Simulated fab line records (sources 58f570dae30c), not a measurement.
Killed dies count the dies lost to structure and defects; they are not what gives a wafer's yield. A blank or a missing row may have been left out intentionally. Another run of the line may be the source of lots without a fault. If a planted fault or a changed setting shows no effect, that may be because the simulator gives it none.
A lot that was struck, set against a sound lot | flow berkeley cmos170 | 14 out of 331 route steps
Sound: the wafers L207.3, L207.5, L207.6. Struck: wafers L211.2, L211.4, L211.6. The cause is given at the end.
Per side, at each step with rows, come the tool, then ch with its chambers, and then its first start. Under that, the readings that differ: sound wafers | struck wafers | difference of the means | sigmas: that difference in standard deviations of wafers without a fault.
alike: readings with means less than 2 such deviations apart, plus words and numbers identical on both sides. not compared: withheld readings, readings lacking a value on some wafer, bounds such as >300 that could conceal the same value, and numbers that have no deviation in the record and whose values overlap.
The two part at a step that has a row with sigmas, a row that says differs or no value, or rows on one side only. When numbers do not overlap yet have no deviation, they are printed without sigmas and do not part them. Lack of a reading on every wafer of one side parts them only where that side has two or more wafers.

UCB170_PWELL_TW_MEAS_17:
  sound: film metro-03 at day 3 09:07; struck: film metro-04 at day 4 06:23
  reading  | sound       | struck      | difference | sigmas
  PWELL_TW | 386 385 385 | 374 373 375 | -11        | -3
then, 5 steps without rows for these wafers: UCB170_PWELL_CLEAN_18 (cleans in SPM, time 600 s); UCB170_PWELL_WET_ETCH_19 (etches Si3N4 in H3PO4, time 14400 s); UCB170_PWELL_WET_ETCH_20 (etches SiO2 in BOE, time 22 s); UCB170_WELLDRIVE_CLEAN_00 (cleans in SPM, time 600 s); UCB170_WELLDRIVE_OXIDATION_01 (target thk 199 nm, ox time 9000 s).
UCB170_WELLDRIVE_THK_MEAS_02:
  sound: film metro-01 at day 3 19:50; struck: film metro-01 at day 4 17:21
  alike: WELLDRIVE_OXIDE_THK
then, 5 steps without rows for these wafers: UCB170_WELLDRIVE_ANNEAL_03 (time 900 s); UCB170_WELLDRIVE_WET_ETCH_04 (etches SiO2 in BOE, time 120 s); UCB170_ACTIVE_CLEAN_00 (cleans in SPM, time 600 s); UCB170_ACTIVE_CLEAN_01 (cleans in dHF, time 60 s); UCB170_ACTIVE_OXIDATION_02 (target thk 26.4 nm, ox time 1260 s).
UCB170_ACTIVE_THK_MEAS_03:
  sound: film metro-03 at day 4 04:25; struck: film metro-02 at day 5 07:12
  reading               | sound          | struck         | difference | sigmas
  ACTIVE_OXIDE_THK (nm) | 26.8 26.5 26.9 | 28.5 28.3 28.4 | +1.7       | +3
then, 1 step without rows for these wafers: UCB170_ACTIVE_ANNEAL_04 (time 900 s).

WHERE THEY PART
Earliest at UCB170_PWELL_TW_MEAS_17; latest, in this record, at UCB170_ACTIVE_THK_MEAS_03.

WHY: whatever the simulator had introduced
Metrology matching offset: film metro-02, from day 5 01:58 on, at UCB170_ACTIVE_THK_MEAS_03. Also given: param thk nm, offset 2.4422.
